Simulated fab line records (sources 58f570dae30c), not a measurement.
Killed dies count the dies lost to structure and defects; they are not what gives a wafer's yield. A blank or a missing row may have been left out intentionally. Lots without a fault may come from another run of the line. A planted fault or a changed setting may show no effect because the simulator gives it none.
fab line records ; flow berkeley-cmos170 ; part 2 of 2: steps 37 to 51 of 51
[record] lots = 5; wafers = 15; last-day = 12
route steps=331 shown ACTIVE@69 PFIELD@79 FIELD@89 SACOX@97 SCREENOX@100 NVT@104 PVT@115
lots untouched by any fault: they come from a run of this same line in which no faults occurred
start-h: the number of hours between the record's first day and the start of the first shown wafer of the lot ; wait-h: hours from the lot's prior step to this one ; " identical to the entry in the row above ; L1.1+2: a row that stands for several wafers ; - value missing, or start not given ; * or withheld: withheld ; < > ~ a bound
route shown NAME@n: names a module that has steps shown in the file, with the first one's number in the route ; usual: average and standard deviation across the fault-free wafers ; same: alike in all rows ; chamber/n: place in a boat ; sites: per-site readings ; _std_site: the values' standard deviation ; _edge_site: inner sites' mean taken away from outer sites' mean ; radius-mm: how far each site lies from the wafer's centre ; mask NAME#n: copy n ; behind: the most recent tool/chamber to have shaped the wafer ; hold: why the lot was held/for how many hours/how that ended ; device: names the non-switching transistor (n, p or np) ; end of line: tests run on the same wafers once the route is complete ; a step with no rows: only its recipe ; killed: the dies lost at the first sort to structure and to defects; this is not the yield of the wafer ; map: dies across one wafer; x = killed, . = not, _ = none there
set.NAME: setting as actually run; set.NAME@STEP: the setting as run at that earlier step ; model.NAME: the simulator's own value behind a step, which no gauge read
lots seen at some steps along the route; tables by step, rows by wafer
services: the hour from which a tool's chamber was out of use, counted from the record's first day as start-h (under 0 if before that day), plus the number of hours and why
[[steps]]
[step UCB170_NVT_COAT_01]
[recipe] resist = KrF; spin-rpm = 1500; resist-thk-nm = 900
lot.wafer;tool;chamber;start-h;wait-h
L075.1+2+6;litho-track-01;0;106.99;0.1
L080.1+3+5;litho-track-01;0;140.04;0.1
L083.1+2+5;litho-track-04;0;147.64;0.1
L092.1+2+5;litho-track-01;0;195.53;0.1
L095.2+3+4;litho-track-03;0;221.31;0.1
[step UCB170_NVT_SOFTBAKE_02]
[recipe] resist = KrF; temp-c = 130; time-s = 60
lot.wafer;tool;chamber;start-h;wait-h
L075.1+2+6;litho-track-01;0;107.14;0.1
L080.1+3+5;litho-track-01;0;140.19;0.1
L083.1+2+5;litho-track-04;0;147.79;0.1
L092.1+2+5;litho-track-01;0;195.68;0.1
L095.2+3+4;litho-track-03;0;221.46;0.1
[step UCB170_NVT_EXPOSE_03]
[recipe] mask-id = PWELL; target-cd-nm = 3000; na = 0.5; sigma-outer = 0.6; source-shape = conventional; dose-mj = 30
lot.wafer;tool;chamber;start-h;wait-h;mask
L075.1+2+6;krf-scanner-01;0;107.29;0.1;PWELL#0
L080.1+3+5;krf-scanner-01;0;140.47;0.3;PWELL#0
L083.1+2+5;krf-scanner-02;0;148.29;0.5;PWELL#0
L092.1+2+5;krf-scanner-01;0;195.95;0.2;PWELL#0
L095.2+3+4;krf-scanner-02;0;221.73;0.2;PWELL#0
[step UCB170_NVT_PEB_04]
[recipe] peb-temp-c = 130; peb-time-s = withheld; resist = KrF
lot.wafer;tool;chamber;start-h;wait-h
L075.1+2+6;litho-track-04;0;107.40;0.1
L080.1+3+5;litho-track-03;0;140.86;0.4
L083.1+2+5;litho-track-04;0;148.77;0.5
L092.1+2+5;litho-track-03;0;196.07;0.1
L095.2+3+4;litho-track-04;0;222.56;0.8
[step UCB170_NVT_DEVELOP_05]
[recipe] developer = TMAH; develop-time-s = 45; resist = KrF; dev-temp-c = 21
lot.wafer;tool;chamber;start-h;wait-h
L075.1+2+6;litho-track-04;0;-;-
L080.1+3+5;litho-track-03;0;-;-
L083.1+2+5;litho-track-04;0;-;-
L092.1+2+5;litho-track-03;0;-;-
L095.2+3+4;litho-track-04;0;-;-
[step UCB170_NVT_OVL_MEAS_06]
[usual] NVT_OVL = 2/4.9
lot.wafer;tool;chamber;start-h;wait-h;NVT_OVL[nm]
L075.1;overlay-02;-;107.68;-;-2
L075.2;overlay-02;-;107.68;-;-8
L075.6;overlay-02;-;107.68;-;-2
L080.1;overlay-02;-;141.13;-;3
L080.3;overlay-02;-;141.13;-;-3
L080.5;overlay-02;-;141.13;-;-1
L083.1;overlay-01;-;149.04;-;-2
L083.2;overlay-01;-;149.04;-;-10
L083.5;overlay-01;-;149.04;-;-1
L092.1;overlay-01;-;196.35;-;1
L092.2;overlay-01;-;196.35;-;3
L092.5;overlay-01;-;196.35;-;2
L095.2;overlay-02;-;222.81;-;-4
L095.3;overlay-02;-;222.81;-;0
L095.4;overlay-02;-;222.81;-;-4
[step UCB170_NVT_IMPLANT_07]
[recipe] species = BF2; dose-cm2 = 3e+12; energy-kev = 50; tilt-deg = 7
lot.wafer;tool;chamber;start-h;wait-h
L075.1+2+6;implanter-01;0;107.71;0.0
L080.1+3+5;implanter-01;0;141.17;0.0
L083.1+2+5;implanter-04;0;149.08;0.0
L092.1+2+5;implanter-01;0;196.38;0.0
L095.2+3+4;implanter-01;0;222.87;0.0
[step UCB170_NVT_STRIP_08]
[recipe] chemistry = O2; power-w = 400; pressure-mtorr = 3500; platen-temp-c = withheld; o2-flow-sccm = 400; overash-fraction = 0.5
[usual] drypump-motor-current-A = 5.7/0.62; oes-product-au = 0.734/0.0046; strip-time-to-endpoint-s = 21.65/0.053
lot.wafer;tool;chamber;start-h;wait-h;drypump-motor-current-A;oes-product-au;rf-hours-counter-h;strip-time-to-endpoint-s
L075.1;plasma-asher-01;0;107.86;0.1;4.9;0.732;42;21.71
L075.2;plasma-asher-01;1;107.86;0.1;6.6;0.740;42;21.73
L075.6;plasma-asher-01;1;107.86;0.1;6.6;0.735;-;21.73
L080.1;plasma-asher-01;0;141.32;0.1;5.0;0.743;46;21.57
L080.3;plasma-asher-01;0;141.32;0.1;4.9;0.730;-;21.60
L080.5;plasma-asher-01;0;141.32;0.1;5.0;0.736;-;21.62
L083.1;plasma-asher-03;0;149.23;0.1;6.2;0.737;39;21.66
L083.2;plasma-asher-03;1;149.23;0.1;5.9;0.733;39;21.72
L083.5;plasma-asher-03;0;149.23;0.1;6.2;0.731;-;21.62
L092.1;plasma-asher-02;1;196.53;0.1;5.4;0.742;44;21.67
L092.2;plasma-asher-02;0;196.53;0.1;5.2;0.734;44;21.70
L092.5;plasma-asher-02;0;196.53;0.1;5.2;0.730;-;21.72
L095.2;plasma-asher-02;1;222.99;0.1;5.4;0.734;47;21.62
L095.3;plasma-asher-02;0;222.99;0.1;5.2;0.743;-;21.62
L095.4;plasma-asher-02;1;222.99;0.1;5.4;0.735;-;21.67
[step UCB170_NVT_TW_MEAS_09]
[usual] NVT_TW = 526/5.4
lot.wafer;tool;chamber;start-h;wait-h;NVT_TW
L075.1;film-metro-04;-;107.96;0.1;527
L075.2;film-metro-04;-;107.96;0.1;531
L075.6;film-metro-04;-;107.96;0.1;529
L080.1;film-metro-02;-;141.42;0.1;520
L080.3;film-metro-02;-;141.42;0.1;521
L080.5;film-metro-02;-;141.42;0.1;521
L083.1;film-metro-03;-;149.33;0.1;526
L083.2;film-metro-03;-;149.33;0.1;529
L083.5;film-metro-03;-;149.33;0.1;527
L092.1;film-metro-03;-;196.63;0.1;535
L092.2;film-metro-03;-;196.63;0.1;532
L092.5;film-metro-03;-;196.63;0.1;531
L095.2;film-metro-04;-;223.10;0.1;533
L095.3;film-metro-04;-;223.10;0.1;535
L095.4;film-metro-04;-;223.10;0.1;532
[step UCB170_NVT_CLEAN_10]
[recipe] chemistry = SPM; temp-c = 120; time-s = 600
lot.wafer;tool;chamber;start-h;wait-h
L075.1+2+6;wet-bench-03;1;108.02;0.1
L080.1+3+5;wet-bench-03;3;141.48;0.1
L083.1+2+5;wet-bench-02;3;149.39;0.1
L092.1+2+5;wet-bench-01;1;196.69;0.1
L095.2+3+4;wet-bench-02;0;224.98;1.9
[step UCB170_PVT_HMDS_00]
[recipe] prime-time-s = 60; prime-temp-c = 100
lot.wafer;tool;chamber;start-h;wait-h
L075.1+2+6;litho-track-04;0;108.20;0.0
L080.1+3+5;litho-track-02;0;141.65;0.0
L083.1+2+5;litho-track-02;0;149.56;0.0
L092.1+2+5;litho-track-03;0;196.87;0.0
L095.2+3+4;litho-track-03;0;225.32;0.1
[step UCB170_PVT_COAT_01]
[recipe] resist = KrF; spin-rpm = 1500; resist-thk-nm = 900
lot.wafer;tool;chamber;start-h;wait-h
L075.1+2+6;litho-track-04;0;108.35;0.1
L080.1+3+5;litho-track-02;0;141.80;0.1
L083.1+2+5;litho-track-02;0;149.71;0.1
L092.1+2+5;litho-track-03;0;197.02;0.1
L095.2+3+4;litho-track-03;0;225.47;0.1
[step UCB170_PVT_SOFTBAKE_02]
[recipe] resist = KrF; temp-c = 130; time-s = 60
lot.wafer;tool;chamber;start-h;wait-h
L075.1+2+6;litho-track-04;0;108.50;0.1
L080.1+3+5;litho-track-02;0;141.95;0.1
L083.1+2+5;litho-track-02;0;149.86;0.1
L092.1+2+5;litho-track-03;0;197.17;0.1
L095.2+3+4;litho-track-03;0;225.62;0.1
[step UCB170_PVT_EXPOSE_03]
[recipe] mask-id = NWELL; target-cd-nm = 3000; na = 0.5; sigma-outer = 0.6; source-shape = conventional; dose-mj = 30.2
lot.wafer;tool;chamber;start-h;wait-h;mask
L075.1+2+6;krf-scanner-01;0;108.77;0.2;NWELL#0
L080.1+3+5;krf-scanner-02;0;142.23;0.2;NWELL#0
L083.1+2+5;krf-scanner-02;0;150.20;0.3;NWELL#0
L092.1+2+5;krf-scanner-01;0;197.49;0.3;NWELL#0
L095.2+3+4;krf-scanner-01;0;225.89;0.2;NWELL#0
[step UCB170_PVT_PEB_04]
[recipe] peb-temp-c = 130; peb-time-s = withheld; resist = KrF
lot.wafer;tool;chamber;start-h;wait-h
L075.1+2+6;litho-track-03;0;108.89;0.1
L080.1+3+5;litho-track-04;0;142.44;0.2
L083.1+2+5;litho-track-03;0;150.52;0.3
L092.1+2+5;litho-track-02;0;197.61;0.1
L095.2+3+4;litho-track-02;0;226.01;0.1
[[services]]
tool;chamber;start-h;hours;kind
implanter-01;-;52.29;3.1;repair
krf-scanner-01;-;54.81;8.9;repair
implanter-04;-;55.31;17.2;repair
rie-diel-04;2;65.27;5.7;repair
krf-scanner-02;-;68.33;1.3;pm
implanter-01;-;68.95;0.7;repair
rie-diel-01;0;73.86;13.0;repair
rie-diel-04;0;84.07;7.6;repair
krf-scanner-02;-;100.23;0.8;pm
plasma-asher-04;-;108.84;9.0;pm
furnace-03;-;129.56;3.6;pm
plasma-asher-02;-;150.46;2.8;pm
plasma-asher-04;-;153.72;8.6;repair
furnace-03;-;156.23;4.4;pm
krf-scanner-01;-;158.27;1.0;pm
krf-scanner-01;-;159.27;1.3;pm
furnace-01;-;160.09;4.0;pm
implanter-01;-;170.14;2.5;repair
krf-scanner-02;-;175.88;4.0;pm
implanter-04;-;197.79;2.3;repair
furnace-01;-;205.13;3.9;pm
krf-scanner-02;-;208.10;2.6;repair
krf-scanner-02;-;210.73;1.0;pm
krf-scanner-01;-;214.60;0.8;pm
